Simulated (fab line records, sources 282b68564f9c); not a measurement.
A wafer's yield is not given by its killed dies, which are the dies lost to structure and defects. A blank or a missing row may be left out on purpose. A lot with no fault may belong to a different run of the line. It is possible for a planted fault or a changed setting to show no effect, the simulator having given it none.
A struck lot beside a sound one	flow rit cmos	14 out of 202 route steps
Sound: these wafers, L789.1, L789.4, L789.5. Wafers L780.1, L780.2, L780.6 were the ones struck. The cause comes at the end.
Each step with rows lists, per side, the tool, then ch with its chambers, then its first start. Under that, the readings that differ: sound wafers	struck wafers	difference of the means	sigmas: that difference in standard deviations of wafers without a fault.
alike: readings with means less than 2 such deviations apart, plus words and numbers identical on both sides. not compared: withheld readings, readings lacking a value on some wafer, bounds such as >300 that could conceal the same value, and numbers that have no deviation in the record and whose values overlap.
The two part at a step that has a row with sigmas, a row that says differs or no value, or rows on one side only. Numbers that have no deviation but don't overlap get no sigmas and don't part them. A reading that every wafer of one side lacks parts them only if that side has two wafers or more.

first, 2 steps without rows for these wafers: RIT_GATE_CLEAN_03 (cleans in SC2, time 600 s); RIT_GATE_CLEAN_04 (cleans in dHF, time 60 s).
RIT_FOX2_THK_MEAS_91:
  sound on film metro-04 at day 5 00:31; struck on film metro-01 at day 3 05:30
  alike: FIELD_OXIDE_LEFT_2_THK
then, 2 steps without rows for these wafers: RIT_GATE_OXIDATION_05 (target thk 3 nm, ox time 270 s); RIT_GATE_ANNEAL_06 (time 600 s).
RIT_GATE_THK_MEAS_07:
  sound on film metro-03 at day 5 02:18; struck on film metro-03 at day 3 06:53
reading	sound	struck	difference	sigmas
GATE_OXIDE_THK (nm)	2.86 2.91 2.81	3.01 3.00 3.02	+0.15	+2
then, 1 step without rows for these wafers: RIT_GATE_CVD_08 (deposits poly-Si from SiH4, target thk 250 nm, time 2220 s).
RIT_GATE_THK_MEAS_09:
  sound on film metro-01 at day 5 03:59; struck on film metro-03 at day 3 08:41
  alike: GATE_POLY_THK
then, 4 steps without rows for these wafers: RIT_GATE_HMDS_10 (prime time 60 s); RIT_GATE_COAT_11 (resist thk 850 nm); RIT_GATE_SOFTBAKE_12 (time 60 s); RIT_GATE_EXPOSE_13 (exposes mask M6, target cd 150 nm).
RIT_GATE_PEB_14:
  sound on litho track-03 ch 0, day 5 04:55; struck on litho track-04, day 3 09:24
reading	sound	struck	difference	sigmas
exhaust pa (Pa)	44.5 45.8 44.7	- - -	no value on the struck wafers	
  not compared: chill plate temp C
then, 1 step without rows for these wafers: RIT_GATE_DEVELOP_15 (develop time 50 s).

WHERE THEY PART
Earliest at RIT_GATE_THK_MEAS_07; latest, in this record, at RIT_GATE_PEB_14.

WHY: whatever the simulator had introduced
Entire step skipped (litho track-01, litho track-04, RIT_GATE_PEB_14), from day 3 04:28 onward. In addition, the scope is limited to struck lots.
